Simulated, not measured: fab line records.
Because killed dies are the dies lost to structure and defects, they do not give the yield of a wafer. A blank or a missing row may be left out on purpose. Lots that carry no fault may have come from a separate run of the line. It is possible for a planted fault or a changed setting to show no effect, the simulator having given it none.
A struck lot beside a sound one    flow berkeley-cmos170    14 out of 331 route steps
Sound: the wafers L468.1, L468.3, L468.5. Struck: wafers L471.1, L471.2, L471.4. The cause is given at the end.
Order at every step that has rows: each side's tool, ch and its chambers, its first start. Under that, the readings that differ: sound wafers    struck wafers    difference of the means    sigmas: that difference in standard deviations of wafers without a fault.
alike: readings whose means differ by less than 2 such deviations, and words and numbers that are the same on both sides. not compared: withheld readings, readings that some wafer has no value for, bounds like >300 that may hide the same value, and numbers for which the record gives no deviation and whose values overlap.
Wherever a step has rows on one side only, a row that says differs or no value, or a row with sigmas, the two part there. Non-overlapping numbers with no deviation appear without sigmas and do not part them. A reading missing from all wafers of one side parts the sides only when that side holds two or more wafers.

UCB170_PFIELD_TW_MEAS_09:
  sound on film-metro-02, day 5 11:53; struck on film-metro-04, day 5 16:52
  alike: PFIELD_TW
then, 2 steps without rows for these wafers: UCB170_FIELD_CLEAN_00 (cleans in dHF, time 7.5 s); UCB170_FIELD_OXIDATION_01 (target thk 558.3 nm, ox time 7200 s).
UCB170_FIELD_THK_MEAS_02:
  sound on film-metro-04, day 5 17:16; struck on film-metro-02, day 5 21:32
  alike: FIELD_OXIDE_THK
then, 4 steps without rows for these wafers: UCB170_FIELD_ANNEAL_03 (time 1200 s); UCB170_FIELD_WET_ETCH_04 (etches SiO2 in dHF, time 60 s); UCB170_FIELD_WET_ETCH_05 (etches Si3N4 in H3PO4, time 12600 s); UCB170_FIELD_WET_ETCH_06 (etches SiO2 in BOE, time 22 s).
UCB170_FIELD_THK_MEAS_90:
  sound on film-metro-02, day 6 00:31; struck on film-metro-04, day 6 04:17
  alike: FIELD_OXIDE_LEFT_1_THK
then, 2 steps without rows for these wafers: UCB170_SACOX_CLEAN_00 (cleans in dHF, time 7.5 s); UCB170_SACOX_OXIDATION_01 (target thk 14.4 nm, ox time 2400 s).
UCB170_SACOX_THK_MEAS_02:
  sound on film-metro-03, day 6 05:26; struck on film-metro-03, day 6 07:51
  alike: SACOX_OXIDE_THK
UCB170_SCREENOX_WET_ETCH_00: etches SiO2 in dHF, time 200 s.
  sound on wet-bench-01 ch 3, day 6 05:29; struck on wet-bench-04 ch 0, day 6 07:55
  no value came back on the struck wafers for bath-heat-duty-pct (%), run-length-s (s); on the sound wafers bath-heat-duty-pct (%) reads 5.4 6.6 6.3
reading                                       sound  struck             difference  sigmas
model.SiO2_of_SACOX_OXIDATION_01.thk-nm (nm)  0 0 0  14.67 14.62 14.59  +14.63      
then, 1 step without rows for these wafers: UCB170_SCREENOX_OXIDATION_01 (target thk 14.4 nm, ox time 2400 s).

== WHERE THEY PART ==
Within this record, at UCB170_SCREENOX_WET_ETCH_00 only.

WHY: the cause the simulator had injected
Skipped step whole: wet-bench-04, from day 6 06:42 on, at UCB170_SCREENOX_WET_ETCH_00. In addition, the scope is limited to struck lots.
